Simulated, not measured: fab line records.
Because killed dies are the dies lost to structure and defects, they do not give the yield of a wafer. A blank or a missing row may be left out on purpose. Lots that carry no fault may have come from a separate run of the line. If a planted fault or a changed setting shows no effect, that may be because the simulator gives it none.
fab line records || flow rit-cmos
record {"lots": 6, "wafers": 18, "last-day": 8}
route steps=202 shown NSD@141 PSD@142 SDANNEAL@153 M1@202
lots untouched by any fault: they come from a run of this same line in which no faults occurred
start-h: the number of hours between the record's first day and the start of the first shown wafer of the lot || wait-h: hours since the lot's step before || " as in the row above || L1.1+2: one row covering several wafers at once || - either no value or no given start || * or withheld: withheld || < > ~ a bound
route shown NAME@n: NAME is a module with steps in the file, n the number in the route of the first one || usual: average and standard deviation across the fault-free wafers || same: alike in all rows || chamber/n: place in a boat || sites: each site's reading || _std_site: the standard deviation of these || _edge_site: outer sites' mean less inner sites' || radius-mm: for every site, how far away it sits from the centre of the wafer || mask NAME#n: copy n || behind: the last tool/chamber to shape the wafer || hold: why the lot went on hold/how many hours it stayed there/how the hold came to an end || device: the transistor (n, p or np) that didn't switch || end of line: tests of these same wafers at the route's end || a step with no rows: only its recipe || killed: dies that structure and defects cost at the first sort, which is not the same as the wafer's yield || map: the dies of a wafer, with x for killed, . for not killed, _ for no die there
set.NAME: the run value of the setting; set.NAME@STEP: its run value at that earlier step || model.NAME: the simulator's own value behind a step, which no gauge read
lots at some steps of the route; a table a step, a row a wafer
services: a tool's chamber out of use, with start hour (start-h, from the record's first day; less than 0 if before it), hours out, and reason
## steps
# step RIT_NSD_TW_MEAS_10
# usual {"NSD_TW": "3127/26"}
{"lot.wafer": "L964.3", "tool": "film-metro-02", "chamber": "-", "start-h": 82.54, "wait-h": 0.1, "NSD_TW": 3161}
{"lot.wafer": "L964.5", "tool": "film-metro-02", "chamber": "-", "start-h": 82.54, "wait-h": 0.1, "NSD_TW": 3155}
{"lot.wafer": "L964.6", "tool": "film-metro-02", "chamber": "-", "start-h": 82.54, "wait-h": 0.1, "NSD_TW": 3158}
{"lot.wafer": "L966.1", "tool": "film-metro-01", "chamber": "-", "start-h": 90.15, "wait-h": 0.1, "NSD_TW": 3110}
{"lot.wafer": "L966.3", "tool": "film-metro-01", "chamber": "-", "start-h": 90.15, "wait-h": 0.1, "NSD_TW": 3111}
{"lot.wafer": "L966.4", "tool": "film-metro-01", "chamber": "-", "start-h": 90.15, "wait-h": 0.1, "NSD_TW": 3117}
{"lot.wafer": "L967.1", "tool": "film-metro-01", "chamber": "-", "start-h": 94.33, "wait-h": 0.1, "NSD_TW": 3122}
{"lot.wafer": "L967.5", "tool": "film-metro-01", "chamber": "-", "start-h": 94.33, "wait-h": 0.1, "NSD_TW": 3109}
{"lot.wafer": "L967.6", "tool": "film-metro-01", "chamber": "-", "start-h": 94.33, "wait-h": 0.1, "NSD_TW": 3105}
{"lot.wafer": "L976.3", "tool": "film-metro-04", "chamber": "-", "start-h": 145.89, "wait-h": 0.1, "NSD_TW": 3085}
{"lot.wafer": "L976.5", "tool": "film-metro-04", "chamber": "-", "start-h": 145.89, "wait-h": 0.1, "NSD_TW": 3078}
{"lot.wafer": "L976.6", "tool": "film-metro-04", "chamber": "-", "start-h": 145.89, "wait-h": 0.1, "NSD_TW": 3087}
{"lot.wafer": "L977.2", "tool": "film-metro-02", "chamber": "-", "start-h": 150.44, "wait-h": 0.1, "NSD_TW": 3127}
{"lot.wafer": "L977.3", "tool": "film-metro-02", "chamber": "-", "start-h": 150.44, "wait-h": 0.1, "NSD_TW": 3151}
{"lot.wafer": "L977.4", "tool": "film-metro-02", "chamber": "-", "start-h": 150.44, "wait-h": 0.1, "NSD_TW": 3138}
{"lot.wafer": "L981.2", "tool": "film-metro-02", "chamber": "-", "start-h": 172.55, "wait-h": 0.1, "NSD_TW": 3137}
{"lot.wafer": "L981.5", "tool": "film-metro-02", "chamber": "-", "start-h": 172.55, "wait-h": 0.1, "NSD_TW": 3145}
{"lot.wafer": "L981.6", "tool": "film-metro-02", "chamber": "-", "start-h": 172.55, "wait-h": 0.1, "NSD_TW": 3151}
# step RIT_PSD_HMDS_00
# recipe {"prime-time-s": 60, "prime-temp-c": 140}
# step RIT_PSD_COAT_01
# recipe {"resist": "NOVOLAK", "spin-rpm": 3250, "resist-thk-nm": 1000}
# step RIT_PSD_SOFTBAKE_02
# recipe {"resist": "NOVOLAK", "temp-c": 90, "time-s": 60}
# step RIT_PSD_EXPOSE_03
# recipe {"mask-id": "M10", "na": 0.57, "target-cd-nm": 40900, "dose-mj": 250}
# step RIT_PSD_PEB_04
# recipe {"resist": "NOVOLAK", "temp-c": "withheld", "time-s": "withheld"}
# step RIT_PSD_DEVELOP_05
# recipe {"resist": "NOVOLAK", "develop-time-s": 50, "dev-temp-c": 23}
# step RIT_PSD_OVL_MEAS_06
# usual {"PSD_OVL": "-0.2/1.4"}
{"lot.wafer": "L964.3", "tool": "overlay-01", "chamber": "-", "start-h": 83.77, "wait-h": "-", "PSD_OVL[nm]": 2.1}
{"lot.wafer": "L964.5", "tool": "overlay-01", "chamber": "-", "start-h": 83.77, "wait-h": "-", "PSD_OVL[nm]": 1.0}
{"lot.wafer": "L964.6", "tool": "overlay-01", "chamber": "-", "start-h": 83.77, "wait-h": "-", "PSD_OVL[nm]": 1.9}
{"lot.wafer": "L966.1", "tool": "overlay-01", "chamber": "-", "start-h": 91.18, "wait-h": "-", "PSD_OVL[nm]": -1.3}
{"lot.wafer": "L966.3", "tool": "overlay-01", "chamber": "-", "start-h": 91.18, "wait-h": "-", "PSD_OVL[nm]": -1.2}
{"lot.wafer": "L966.4", "tool": "overlay-01", "chamber": "-", "start-h": 91.18, "wait-h": "-", "PSD_OVL[nm]": 0.2}
{"lot.wafer": "L967.1", "tool": "overlay-01", "chamber": "-", "start-h": 95.43, "wait-h": "-", "PSD_OVL[nm]": 0.9}
{"lot.wafer": "L967.5", "tool": "overlay-01", "chamber": "-", "start-h": 95.43, "wait-h": "-", "PSD_OVL[nm]": -0.3}
{"lot.wafer": "L967.6", "tool": "overlay-01", "chamber": "-", "start-h": 95.43, "wait-h": "-", "PSD_OVL[nm]": 1.2}
{"lot.wafer": "L976.3", "tool": "overlay-02", "chamber": "-", "start-h": 146.92, "wait-h": "-", "PSD_OVL[nm]": 0.4}
{"lot.wafer": "L976.5", "tool": "overlay-02", "chamber": "-", "start-h": 146.92, "wait-h": "-", "PSD_OVL[nm]": 0.5}
{"lot.wafer": "L976.6", "tool": "overlay-02", "chamber": "-", "start-h": 146.92, "wait-h": "-", "PSD_OVL[nm]": 1.3}
{"lot.wafer": "L977.2", "tool": "overlay-02", "chamber": "-", "start-h": 151.53, "wait-h": "-", "PSD_OVL[nm]": 0.4}
{"lot.wafer": "L977.3", "tool": "overlay-02", "chamber": "-", "start-h": 151.53, "wait-h": "-", "PSD_OVL[nm]": 0.6}
{"lot.wafer": "L977.4", "tool": "overlay-02", "chamber": "-", "start-h": 151.53, "wait-h": "-", "PSD_OVL[nm]": 1.6}
{"lot.wafer": "L981.2", "tool": "overlay-02", "chamber": "-", "start-h": 173.45, "wait-h": "-", "PSD_OVL[nm]": -2.0}
{"lot.wafer": "L981.5", "tool": "overlay-02", "chamber": "-", "start-h": 173.45, "wait-h": "-", "PSD_OVL[nm]": -1.7}
{"lot.wafer": "L981.6", "tool": "overlay-02", "chamber": "-", "start-h": 173.45, "wait-h": "-", "PSD_OVL[nm]": -1.9}
# step RIT_PSD_HARDBAKE_07
# recipe {"resist": "NOVOLAK", "temp-c": 140, "time-s": 60}
# step RIT_PSD_IMPLANT_08
# recipe {"species": "BF2", "energy-kev": 27.49, "dose-cm2": 5e+15, "tilt-deg": 7}
# step RIT_PSD_STRIP_09
# recipe {"chemistry": "O2", "time-s": 180, "resist": "NOVOLAK", "platen-temp-c": "withheld", "power-w": 500, "pressure-mtorr": 4000, "o2-flow-sccm": 4000}
# usual {"drypump-motor-current-A": "6.0/0.5"}
{"lot.wafer": "L964.3", "tool": "plasma-asher-04", "chamber": 0, "start-h": 84.16, "wait-h": 0.1, "drypump-motor-current-A": 6.3, "rf-hours-counter-h": "-"}
{"lot.wafer": "L964.5", "tool": "plasma-asher-04", "chamber": 1, "start-h": 84.16, "wait-h": 0.1, "drypump-motor-current-A": 5.3, "rf-hours-counter-h": "-"}
{"lot.wafer": "L964.6", "tool": "plasma-asher-04", "chamber": 0, "start-h": 84.16, "wait-h": 0.1, "drypump-motor-current-A": 6.3, "rf-hours-counter-h": "-"}
{"lot.wafer": "L966.1", "tool": "plasma-asher-04", "chamber": 0, "start-h": 91.52, "wait-h": 0.1, "drypump-motor-current-A": 6.3, "rf-hours-counter-h": 31}
{"lot.wafer": "L966.3", "tool": "plasma-asher-04", "chamber": 1, "start-h": 91.52, "wait-h": 0.1, "drypump-motor-current-A": 5.3, "rf-hours-counter-h": "-"}
{"lot.wafer": "L966.4", "tool": "plasma-asher-04", "chamber": 0, "start-h": 91.52, "wait-h": 0.1, "drypump-motor-current-A": 6.3, "rf-hours-counter-h": "-"}
{"lot.wafer": "L967.1", "tool": "plasma-asher-01", "chamber": 1, "start-h": 95.77, "wait-h": 0.1, "drypump-motor-current-A": 6.6, "rf-hours-counter-h": 48}
{"lot.wafer": "L967.5", "tool": "plasma-asher-01", "chamber": 1, "start-h": 95.77, "wait-h": 0.1, "drypump-motor-current-A": 6.6, "rf-hours-counter-h": "-"}
{"lot.wafer": "L967.6", "tool": "plasma-asher-01", "chamber": 0, "start-h": 95.77, "wait-h": 0.1, "drypump-motor-current-A": 5.6, "rf-hours-counter-h": "-"}
{"lot.wafer": "L976.3", "tool": "plasma-asher-01", "chamber": 0, "start-h": 147.30, "wait-h": 0.1, "drypump-motor-current-A": 5.5, "rf-hours-counter-h": "-"}
{"lot.wafer": "L976.5", "tool": "plasma-asher-01", "chamber": 0, "start-h": 147.30, "wait-h": 0.1, "drypump-motor-current-A": 5.5, "rf-hours-counter-h": "-"}
{"lot.wafer": "L976.6", "tool": "plasma-asher-01", "chamber": 1, "start-h": 147.30, "wait-h": 0.1, "drypump-motor-current-A": 6.5, "rf-hours-counter-h": "-"}
{"lot.wafer": "L977.2", "tool": "plasma-asher-04", "chamber": 0, "start-h": 151.86, "wait-h": 0.1, "drypump-motor-current-A": 6.3, "rf-hours-counter-h": 37}
{"lot.wafer": "L977.3", "tool": "plasma-asher-04", "chamber": 1, "start-h": 151.86, "wait-h": 0.1, "drypump-motor-current-A": 5.3, "rf-hours-counter-h": "-"}
{"lot.wafer": "L977.4", "tool": "plasma-asher-04", "chamber": 0, "start-h": 151.86, "wait-h": 0.1, "drypump-motor-current-A": 6.3, "rf-hours-counter-h": "-"}
{"lot.wafer": "L981.2", "tool": "plasma-asher-04", "chamber": 1, "start-h": 173.78, "wait-h": 0.1, "drypump-motor-current-A": 5.3, "rf-hours-counter-h": 39}
{"lot.wafer": "L981.5", "tool": "plasma-asher-04", "chamber": 0, "start-h": 173.78, "wait-h": 0.1, "drypump-motor-current-A": 6.3, "rf-hours-counter-h": "-"}
{"lot.wafer": "L981.6", "tool": "plasma-asher-04", "chamber": 1, "start-h": 173.78, "wait-h": 0.1, "drypump-motor-current-A": 5.3, "rf-hours-counter-h": "-"}
# step RIT_PSD_TW_MEAS_10
# usual {"PSD_TW": "3443/29"}
{"lot.wafer": "L964.3", "tool": "film-metro-02", "chamber": "-", "start-h": 84.29, "wait-h": 0.1, "PSD_TW": 3499}
{"lot.wafer": "L964.5", "tool": "film-metro-02", "chamber": "-", "start-h": 84.29, "wait-h": 0.1, "PSD_TW": 3476}
{"lot.wafer": "L964.6", "tool": "film-metro-02", "chamber": "-", "start-h": 84.29, "wait-h": 0.1, "PSD_TW": 3496}
{"lot.wafer": "L966.1", "tool": "film-metro-01", "chamber": "-", "start-h": 91.69, "wait-h": 0.1, "PSD_TW": 3447}
{"lot.wafer": "L966.3", "tool": "film-metro-01", "chamber": "-", "start-h": 91.69, "wait-h": 0.1, "PSD_TW": 3425}
{"lot.wafer": "L966.4", "tool": "film-metro-01", "chamber": "-", "start-h": 91.69, "wait-h": 0.1, "PSD_TW": 3416}
{"lot.wafer": "L967.1", "tool": "film-metro-04", "chamber": "-", "start-h": 95.95, "wait-h": 0.1, "PSD_TW": 3407}
{"lot.wafer": "L967.5", "tool": "film-metro-04", "chamber": "-", "start-h": 95.95, "wait-h": 0.1, "PSD_TW": 3411}
{"lot.wafer": "L967.6", "tool": "film-metro-04", "chamber": "-", "start-h": 95.95, "wait-h": 0.1, "PSD_TW": 3412}
{"lot.wafer": "L976.3", "tool": "film-metro-02", "chamber": "-", "start-h": 147.43, "wait-h": 0.1, "PSD_TW": 3501}
{"lot.wafer": "L976.5", "tool": "film-metro-02", "chamber": "-", "start-h": 147.43, "wait-h": 0.1, "PSD_TW": 3463}
{"lot.wafer": "L976.6", "tool": "film-metro-02", "chamber": "-", "start-h": 147.43, "wait-h": 0.1, "PSD_TW": 3481}
{"lot.wafer": "L977.2", "tool": "film-metro-01", "chamber": "-", "start-h": 152.04, "wait-h": 0.1, "PSD_TW": 3419}
{"lot.wafer": "L977.3", "tool": "film-metro-01", "chamber": "-", "start-h": 152.04, "wait-h": 0.1, "PSD_TW": 3434}
{"lot.wafer": "L977.4", "tool": "film-metro-01", "chamber": "-", "start-h": 152.04, "wait-h": 0.1, "PSD_TW": 3431}
{"lot.wafer": "L981.2", "tool": "film-metro-02", "chamber": "-", "start-h": 173.97, "wait-h": 0.1, "PSD_TW": 3452}
{"lot.wafer": "L981.5", "tool": "film-metro-02", "chamber": "-", "start-h": 173.97, "wait-h": 0.1, "PSD_TW": 3469}
{"lot.wafer": "L981.6", "tool": "film-metro-02", "chamber": "-", "start-h": 173.97, "wait-h": 0.1, "PSD_TW": 3455}
# step RIT_SDANNEAL_CLEAN_00
# recipe {"chemistry": "SC1", "mix": "3:3:50", "time-s": 600, "temp-c": 75}
# usual {"bath-guard-temp-C": "75.0/0.58", "bath-heat-duty-pct": "14.9/2"}
{"lot.wafer": "L964.3", "tool": "wet-bench-04", "chamber": 1, "start-h": 84.33, "wait-h": 0.0, "bath-guard-temp-C": 75.5, "bath-heat-duty-pct": 12.3}
{"lot.wafer": "L964.5", "tool": "wet-bench-04", "chamber": 1, "start-h": 84.33, "wait-h": 0.0, "bath-guard-temp-C": 75.8, "bath-heat-duty-pct": 12.7}
{"lot.wafer": "L964.6", "tool": "wet-bench-04", "chamber": 1, "start-h": 84.33, "wait-h": 0.0, "bath-guard-temp-C": 76.0, "bath-heat-duty-pct": 12.7}
{"lot.wafer": "L966.1", "tool": "wet-bench-04", "chamber": 2, "start-h": 91.75, "wait-h": 0.1, "bath-guard-temp-C": "-", "bath-heat-duty-pct": "-"}
{"lot.wafer": "L966.3", "tool": "wet-bench-04", "chamber": 2, "start-h": 91.75, "wait-h": 0.1, "bath-guard-temp-C": "-", "bath-heat-duty-pct": "-"}
{"lot.wafer": "L966.4", "tool": "wet-bench-04", "chamber": 2, "start-h": 91.75, "wait-h": 0.1, "bath-guard-temp-C": "-", "bath-heat-duty-pct": "-"}
{"lot.wafer": "L967.1", "tool": "wet-bench-03", "chamber": 1, "start-h": 96.01, "wait-h": 0.1, "bath-guard-temp-C": "-", "bath-heat-duty-pct": "-"}
{"lot.wafer": "L967.5", "tool": "wet-bench-03", "chamber": 1, "start-h": 96.01, "wait-h": 0.1, "bath-guard-temp-C": "-", "bath-heat-duty-pct": "-"}
{"lot.wafer": "L967.6", "tool": "wet-bench-03", "chamber": 1, "start-h": 96.01, "wait-h": 0.1, "bath-guard-temp-C": "-", "bath-heat-duty-pct": "-"}
{"lot.wafer": "L976.3", "tool": "wet-bench-04", "chamber": 2, "start-h": 147.47, "wait-h": 0.0, "bath-guard-temp-C": 74.6, "bath-heat-duty-pct": 18.1}
{"lot.wafer": "L976.5", "tool": "wet-bench-04", "chamber": 2, "start-h": 147.47, "wait-h": 0.0, "bath-guard-temp-C": 74.3, "bath-heat-duty-pct": 18.0}
{"lot.wafer": "L976.6", "tool": "wet-bench-04", "chamber": 2, "start-h": 147.47, "wait-h": 0.0, "bath-guard-temp-C": 74.7, "bath-heat-duty-pct": 17.0}
{"lot.wafer": "L977.2", "tool": "wet-bench-01", "chamber": 1, "start-h": 152.09, "wait-h": 0.0, "bath-guard-temp-C": 76.3, "bath-heat-duty-pct": 14.1}
{"lot.wafer": "L977.3", "tool": "wet-bench-01", "chamber": 1, "start-h": 152.09, "wait-h": 0.0, "bath-guard-temp-C": 76.4, "bath-heat-duty-pct": 14.5}
{"lot.wafer": "L977.4", "tool": "wet-bench-01", "chamber": 1, "start-h": 152.09, "wait-h": 0.0, "bath-guard-temp-C": 76.0, "bath-heat-duty-pct": 14.2}
{"lot.wafer": "L981.2", "tool": "wet-bench-03", "chamber": 1, "start-h": 174.02, "wait-h": 0.0, "bath-guard-temp-C": 75.1, "bath-heat-duty-pct": 13.1}
{"lot.wafer": "L981.5", "tool": "wet-bench-03", "chamber": 1, "start-h": 174.02, "wait-h": 0.0, "bath-guard-temp-C": 75.2, "bath-heat-duty-pct": 11.4}
{"lot.wafer": "L981.6", "tool": "wet-bench-03", "chamber": 1, "start-h": 174.02, "wait-h": 0.0, "bath-guard-temp-C": 75.2, "bath-heat-duty-pct": 12.5}
# step RIT_SDANNEAL_CLEAN_01
# recipe {"chemistry": "dHF", "dilution": "50:1", "time-s": 30}
# step RIT_M1_PROBE_99
# usual {"killed-at-contacts": "0.1/0.3", "killed-at-front-end": "7/3.4", "killed-dies": "7/3.4", "killed-open": "3.6/2.1", "killed-short": "3.5/2.1"}
# same {"gross-dies": 264, "killed_at_M0_to_M3": 0, "killed_at_M4_up": 0, "killed-at-back-side": 0, "killed-at-other": 0}
{"lot.wafer": "L964.3", "tool": "prober-01", "chamber": "-", "start-h": 92.75, "wait-h": 0.2, "killed-at-contacts": 0, "killed-at-front-end": 10, "killed-dies": 10, "killed-open": 5, "killed-short": 5}
{"lot.wafer": "L964.5", "tool": "prober-01", "chamber": "-", "start-h": 92.85, "wait-h": 0.2, "killed-at-contacts": 0, "killed-at-front-end": 6, "killed-dies": 6, "killed-open": 3, "killed-short": 3}
{"lot.wafer": "L964.6", "tool": "prober-01", "chamber": "-", "start-h": 92.90, "wait-h": 0.2, "killed-at-contacts": 0, "killed-at-front-end": 6, "killed-dies": 6, "killed-open": 3, "killed-short": 3}
{"lot.wafer": "L966.1", "tool": "prober-01", "chamber": "-", "start-h": 99.83, "wait-h": 0.1, "killed-at-contacts": 0, "killed-at-front-end": 11, "killed-dies": 11, "killed-open": 5, "killed-short": 6}
{"lot.wafer": "L966.3", "tool": "prober-01", "chamber": "-", "start-h": 99.93, "wait-h": 0.2, "killed-at-contacts": 0, "killed-at-front-end": 7, "killed-dies": 7, "killed-open": 3, "killed-short": 4}
{"lot.wafer": "L966.4", "tool": "prober-01", "chamber": "-", "start-h": 99.98, "wait-h": 0.2, "killed-at-contacts": 0, "killed-at-front-end": 7, "killed-dies": 7, "killed-open": 4, "killed-short": 3}
{"lot.wafer": "L967.1", "tool": "prober-02", "chamber": "-", "start-h": 103.92, "wait-h": 0.1, "killed-at-contacts": 0, "killed-at-front-end": 8, "killed-dies": 8, "killed-open": 6, "killed-short": 2}
{"lot.wafer": "L967.5", "tool": "prober-02", "chamber": "-", "start-h": 104.12, "wait-h": 0.2, "killed-at-contacts": 0, "killed-at-front-end": 5, "killed-dies": 5, "killed-open": 4, "killed-short": 1}
{"lot.wafer": "L967.6", "tool": "prober-02", "chamber": "-", "start-h": 104.17, "wait-h": 0.2, "killed-at-contacts": 1, "killed-at-front-end": 6, "killed-dies": 7, "killed-open": 4, "killed-short": 3}
{"lot.wafer": "L976.3", "tool": "prober-01", "chamber": "-", "start-h": 155.66, "wait-h": 0.2, "killed-at-contacts": 0, "killed-at-front-end": 5, "killed-dies": 5, "killed-open": 2, "killed-short": 3}
{"lot.wafer": "L976.5", "tool": "prober-01", "chamber": "-", "start-h": 155.76, "wait-h": 0.2, "killed-at-contacts": 0, "killed-at-front-end": 9, "killed-dies": 9, "killed-open": 4, "killed-short": 5}
{"lot.wafer": "L976.6", "tool": "prober-01", "chamber": "-", "start-h": 155.81, "wait-h": 0.2, "killed-at-contacts": 0, "killed-at-front-end": 1, "killed-dies": 1, "killed-open": 1, "killed-short": 0}
# killed by level:class
L964.3 GATE:geometric-particle:open=4 GATE:geometric-particle:short=3 FOX1:geometric-particle:short=1 REOX:geometric-particle:short=1 REOX:geometric-particle:open=1
L964.5 SILICIDE:geometric-particle:open=2 FOX2:geometric-particle:short=1 GATE:geometric-particle:open=1 GATE:geometric-particle:short=1 SPACER:geometric-particle:short=1
L964.6 GATE:geometric-particle:short=3 GATE:geometric-particle:open=2 REOX:geometric-particle:open=1
L966.1 FOX1:geometric-particle:short=2 GATE:geometric-particle:short=2 REOX:geometric-particle:short=2 SPACER:geometric-particle:open=2 FOX1:geometric-particle:open=1 FOX2:geometric-particle:open=1 GATE:geometric-particle:open=1
L966.3 FOX2:geometric-particle:open=2 GATE:geometric-particle:short=2 FOX1:geometric-particle:short=1 FOX2:geometric-particle:short=1 REOX:geometric-particle:open=1
L966.4 FOX1:geometric-particle:open=2 GATE:geometric-particle:open=2 FOX1:geometric-particle:short=1 GATE:geometric-particle:short=1 REOX:geometric-particle:short=1
L967.1 REOX:geometric-particle:open=2 FOX1:geometric-particle:open=1 FOX2:geometric-particle:open=1 GATE:geometric-particle:open=1 GATE:geometric-particle:short=1 SPACER:geometric-particle:short=1 SILICIDE:geometric-particle:open=1
L967.5 FOX1:geometric-particle:short=1 FOX2:geometric-particle:open=1 GATE:geometric-particle:open=1 REOX:geometric-particle:open=1 SPACER:geometric-particle:open=1
L967.6 FOX2:geometric-particle:open=3 FOX1:geometric-particle:short=1 GATE:geometric-particle:short=1 REOX:geometric-particle:short=1 CONTACT:geometric-particle:open=1
L976.3 FOX2:geometric-particle:short=2 FOX1:geometric-particle:open=1 GATE:geometric-particle:short=1 SILICIDE:geometric-particle:open=1
L976.5 SPACER:geometric-particle:open=2 SPACER:geometric-particle:short=2 SILICIDE:geometric-particle:short=2 FOX2:geometric-particle:open=1 GATE:geometric-particle:open=1 GATE:geometric-particle:short=1
L976.6 SPACER:geometric-particle:open=1
## services
{"tool": "wet-bench-01", "chamber": "-", "start-h": 73.99, "hours": 18.8, "kind": "repair"}
{"tool": "plasma-asher-01", "chamber": "-", "start-h": 141.93, "hours": 2.8, "kind": "pm"}
## key
first-sign {"step": "RIT_SDANNEAL_CLEAN_00", "reading": "tool-record", "direction": "missing"}
effect none on later readings
met-at RIT_SDANNEAL_CLEAN_00
struck-wafers L966.1,L966.3,L966.4,L967.1,L967.5,L967.6
tester-left-out L966,L967
onset-between 84.33 91.75
fault {"kind": "skipped-step-whole", "tool": "wet-bench-03,wet-bench-04", "chamber": "-", "onset-h": 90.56, "steps": "RIT_SDANNEAL_CLEAN_00", "scope": "struck-lots-only"}
# tester-left-out: of these lots the tester's yield and bins aren't shown, on N5 and GAA mostly nor the transistor test; their killed dies are dies lost to structure and defects alone, not to doping, threshold or leakage, so they don't give the yield
